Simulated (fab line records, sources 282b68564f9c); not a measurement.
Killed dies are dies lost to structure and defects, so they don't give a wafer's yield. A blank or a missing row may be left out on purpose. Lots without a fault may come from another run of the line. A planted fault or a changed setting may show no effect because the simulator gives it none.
Problem report in the 8D (eight disciplines) form, filled by code | flow rit_cmos | the parts of the form that need people (team, actions taken, sign-off) are left out

1. THE PROBLEM
killed_at_front_end at RIT_M1_PROBE_99 reads a mean of 264.0 on 6 wafers of 2 lots; wafers without a fault read 6.6 with a standard deviation of 2.7. That is +95 standard deviations from the usual mean.
First seen on wafer L414.1, day 5 14:50, on prober-01. The record holds 42 wafers of 14 lots with a number at this step. Rule for "out", or "out of limits": more than 4 standard deviations from the usual mean. The other wafers with a number count as sound.

2. WHAT IT IS AND WHAT IT IS NOT
question                    | is                                              | is not
which readings at this step | killed_at_front_end, killed_dies, killed_on_rim | killed_at_M0_to_M3, killed_at_contacts, killed_open, killed_short
which lots                  | L414, L417                                      | L404, L405, L407, L408, L409, L410, L411, L412, L413, L415, L424, L427
which wafers of those lots  | all that have a number                          | -
read on which tools         | prober-01, prober-02                            | -
when                        | from day 5 14:50                                | up to then (27 sound wafers); but 9 sound wafers of L415, L424, L427 came after

3. SUSPECTS, AND WHAT RULES EACH OUT
Counting: a tool at a process step up to the reading stays a suspect if it ran every lot that is out and no sound lot after the first of them.
- iline_stepper-01 at RIT_PRETRO_EXPOSE_03 (exposes mask M5, target cd 43700 nm): kept. It ran every lot that is out, first L414 (day 4 08:53), and no sound lot after that; its last sound lot up to then is L413 (day 4 06:13).
Left after counting: iline_stepper-01 at RIT_PRETRO_EXPOSE_03.

4. THE CAUSE (what the simulator had put in)
Scanner matching overlay: iline_stepper-01, from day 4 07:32 on, at RIT_PRETRO_EXPOSE_03. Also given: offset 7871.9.
Counting left only this tool.

5. THE CHAIN OF EFFECTS, in route order
Each row: a reading whose mean over the struck wafers that have a number lies more than 3 standard deviations from the usual. Only readings for which the record gives a usual standard deviation are gone through. hours: the time from each lot's start at the first step in this table that gives one to its start at this step, as a median over the lots. sigmas: the change in usual standard deviations.
hours | step            | reading             | usual | on struck wafers | change | sigmas
0     | RIT_M1_PROBE_99 | killed_at_front_end | 6.6   | 264.0            | +257.4 | +95
0     | RIT_M1_PROBE_99 | killed_dies         | 6.7   | 264.0            | +257.3 | +95
0     | RIT_M1_PROBE_99 | killed_on_rim       | 1.6   | 70.0             | +68.4  | +62
The process steps in it:
- RIT_M1_PROBE_99
Readings that are blank on the struck wafers while sound wafers have them: PRETRO_OVL at RIT_PRETRO_OVL_MEAS_06.

6. WHAT WOULD HAVE CAUGHT IT SOONER
In this record the first reading out of limits was taken at day 5 14:50, 31 hours after the fault began at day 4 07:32.
Between RIT_PRETRO_EXPOSE_03 and RIT_M1_PROBE_99, RIT_PRETRO_OVL_MEAS_06 gave no PRETRO_OVL on the struck wafers, where sound wafers have one: a measuring or inspecting step that comes back empty is itself a sign.
All the lots that are out (2) had begun RIT_PRETRO_EXPOSE_03 on iline_stepper-01 by day 5 14:50. A hold on the tool at that time would have spared none of them.
